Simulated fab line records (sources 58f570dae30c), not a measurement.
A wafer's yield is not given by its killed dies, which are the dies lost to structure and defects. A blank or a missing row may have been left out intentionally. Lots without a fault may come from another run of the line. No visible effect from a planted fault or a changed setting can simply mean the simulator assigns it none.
Split-lot experiment	flow berkeleyCmos170	5 lots, 23 wafers read, on a route of 331 steps

## THE SPLIT ITSELF
At UCB170_M3_SPUTTER_01 (material Al, target thk 900 nm, time 120 s), the setting timeS was moved away from the recipe's 120 s on 11 of the 23 wafers read, by -12.7% to +11.3%. The other wafers ran this setting at the recipe's value.

## FROM THE SPLIT TO THE READING: what the file shows between them, 2 steps
- UCB170_M3_RS_MEAS_02: measures by four-point-probe
- UCB170_M3_THK_MEAS_03: measures by xrf

## THE READING
oesProductAu, in a.u., at UCB170_M3_METAL_ETCH_18 (etches Al in Cl2/BCl3, stops on SiO2, target depth 1170 nm, time 195 s). On this fab line, fault-free wafers typically give 0.858 a.u. with a standard deviation of 0.012 a.u.

wafer	tool, chamber at the split	timeS as run, s	against the recipe	oesProductAu, a.u.	against lot-mates on the recipe
L074.1	pvdSputter-02, -	130	+8.3%	0.896	+0.045
L074.2	pvdSputter-02, -	120	recipe	0.847	-
L074.3	pvdSputter-02, -	120	recipe	0.856	-
L074.4	pvdSputter-02, -	130	+8.3%	0.882	+0.031
L074.5	pvdSputter-02, -	130	+8.3%	0.889	+0.038
L076.1	pvdSputter-02, -	120	recipe	0.848	-
L076.2	pvdSputter-02, -	104.8	-12.7%	0.786	-0.060
L076.4	pvdSputter-02, -	104.8	-12.7%	0.777	-0.069
L076.5	pvdSputter-02, -	120	recipe	0.844	-
L076.6	pvdSputter-02, -	104.8	-12.7%	0.806	-0.040
L078.1	pvdSputter-03, -	133.6	+11.3%	0.932	+0.076
L078.3	pvdSputter-03, -	133.6	+11.3%	0.910	+0.053
L078.4	pvdSputter-03, -	120	recipe	0.859	-
L078.5	pvdSputter-03, -	120	recipe	0.854	-
L078.6	pvdSputter-03, -	133.6	+11.3%	0.911	+0.054
L077.2	pvdSputter-03, -	120	recipe	0.863	-
L077.3	pvdSputter-03, -	127	+5.8%	0.890	+0.026
L077.4	pvdSputter-03, -	120	recipe	0.872	-
L077.5	pvdSputter-03, -	120	recipe	0.858	-
L077.6	pvdSputter-03, -	127	+5.8%	0.892	+0.028
L084.1	pvdSputter-01, -	120	recipe	0.860	-
L084.4	pvdSputter-01, -	120	recipe	0.858	-
L084.5	pvdSputter-01, -	120	recipe	0.864	-

FIT RESULTS
A straight line over all 23 wafers: oesProductAu changes by +0.00512 a.u. for each +1% of timeS; r = +0.97; the points scatter about the line by 0.0096 a.u.
The same after taking each lot's own level away (the mean of its wafers on the recipe; 23 wafers): +0.00475 a.u. for each +1%; r = +0.98; scatter 0.0076 a.u.
Per that fit: largest timeS move, reading shift of 0.06 a.u.
The lots' own levels span 0.8460 to 0.8643 a.u., that is 1.5 times the standard deviation above.
Hence the lot-to-lot level has little effect on the slope; both slopes agree.
Check: with one of the wafers moved furthest among these (-12.7%) left out of the fit, the line predicts -0.0589 a.u. for it against its lot-mates. Against them it came out at -0.06 a.u.

## THE OTHER SPLITS THESE WAFERS WENT THROUGH
These wafers also went through other splits before the reading. Each is held against what the fit with the lots' levels taken away leaves over:
other split on the same wafers	wafers away from the commonest value	r with oesProductAu (lot level and that fit taken away)
UCB170_M1_SPUTTER_00 timeS	9	-0.35
UCB170_M1_METAL_ETCH_12 icpW	8	+0.16
UCB170_M2_STRIP_07 o2FlowSccm	11	+0.23

## THE WHOLE CHAIN: every reading that the file lists as answering this split, in the file's order
step	what it does	reading	change (the file's fit)	r (the file's)
UCB170_M3_SPUTTER_01	material Al, target thk 900 nm, time 120 s	Al_of_M3_SPUTTER_01.thkNm (the simulator's own value, which no gauge read)	+8.5 nm for each +1% of the setting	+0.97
UCB170_M3_RS_MEAS_02	measures by four-point-probe	M3_AL_RS	-0.000313 for each +1% of the setting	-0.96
UCB170_M3_THK_MEAS_03	measures by xrf	M3_AL_THK	+8.79 for each +1% of the setting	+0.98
UCB170_M3_METAL_ETCH_18	etches Al in Cl2/BCl3, stops on SiO2, target depth 1170 nm, time 195 s	oesProductAu	+0.00476 a.u. for each +1% of the setting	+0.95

## FILE'S OWN FIT
oesProductAu changes by +0.00476 a.u. for each +1% of timeS, r = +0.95.
